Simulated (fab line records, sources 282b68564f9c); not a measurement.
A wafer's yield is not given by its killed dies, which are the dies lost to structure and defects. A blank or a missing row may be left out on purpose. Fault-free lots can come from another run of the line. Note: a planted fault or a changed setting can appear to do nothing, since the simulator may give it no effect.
Code-filled problem report in 8D (eight disciplines) form || flow rit_cmos || the parts of the form that need people (team, actions taken, sign-off) are left out

== 1. THE ISSUE ==
Mean CONTACT_TEOS_THK at RIT_CONTACT_THK_MEAS_01: 421 nm over 2 wafers in 2 lots; fault-free wafers: 399 nm, standard deviation 4.7. That puts it +4.7 standard deviations away from the usual mean.
The first sign was on wafer L909.4 at day 7 00:01, on film_metro-03. At this step, 42 wafers from 14 lots have a number in the record. By rule, "out" or "out of limits" means more than 4 standard deviations away from the usual mean. The other wafers with a number count as sound.

== 2. WHAT IT IS; WHAT IT IS NOT ==
{"question": "which readings at this step", "is": "CONTACT_TEOS_THK", "is not": "-"}
{"question": "which lots", "is": "L909, L912", "is not": "L891, L893, L894, L895, L896, L897, L899, L900, L901, L902, L911, L914"}
{"question": "which wafers of those lots", "is": "L909.4, L912.3", "is not": "L909.3, L909.6, L912.4, L912.6"}
{"question": "read on which gauges", "is": "film_metro-01, film_metro-03", "is not": "film_metro-04"}
{"question": "when", "is": "from day 7 00:01", "is not": "up to then (32 sound wafers); but 8 sound wafers of L911, L912, L914 came after"}

== 3. SUSPECTS, AND WHAT RULES EACH OUT ==
Counting: any tool at a process step up to the reading remains a suspect provided it ran every lot that is out. Sound lots after the first of them don't rule it out here, since some wafers of a struck lot are sound.
- the gauge at RIT_CONTACT_THK_MEAS_01: ruled out. 2 gauges (film_metro-01, film_metro-03) read the wafers that are out.
- pecvd-03 at RIT_CONTACT_CVD_00 (deposits SiO2 from TEOS, target thk 400 nm, time 61 s): kept. It ran every lot that is out, first L909 (day 6 23:57); its last sound lot up to then is L900 (day 5 06:17).
- In pecvd-03 at RIT_CONTACT_CVD_00, the wafers that are out were processed in chamber 2 and their sound lot-mates in chambers 0, 1.
After counting, what remains is pecvd-03 at RIT_CONTACT_CVD_00.

== 4. THE CAUSE (what the simulator had put in) ==
pecvd-03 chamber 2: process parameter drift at RIT_CONTACT_CVD_00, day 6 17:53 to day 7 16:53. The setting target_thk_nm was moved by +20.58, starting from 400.
This tool alone remained once counting was done.

== 5. THE CHAIN OF EFFECTS, in route order ==
One row per reading whose mean, taken over the struck wafers that have a number, lies over 3 standard deviations from the usual. Readings are gone through only where the record gives a usual standard deviation; hours: the median, over the lots, of the time from a lot's start at the first step in this table giving one to that lot's start at this step; sigmas: the change measured in usual standard deviations.
{"hours": 0, "step": "RIT_CONTACT_THK_MEAS_01", "reading": "CONTACT_TEOS_THK", "usual": "399 nm", "on struck wafers": 421, "change": "+22", "sigmas": "+4.7"}

== 6. WHAT WOULD HAVE CAUGHT IT SOONER ==
The first out-of-limits reading at a measuring or inspecting step in this record came at day 7 00:01, 6 hours after the fault's start at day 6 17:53.
Of the tool readings at RIT_CONTACT_CVD_00 for which the record gives a usual standard deviation, none was out on any struck wafer, so an alarm limit of 4 standard deviations on them would not have fired.
Lots out: 2; of these, L912 started RIT_CONTACT_CVD_00 on pecvd-03 after day 7 00:01. Had the tool been put on hold then, it would have been spared.
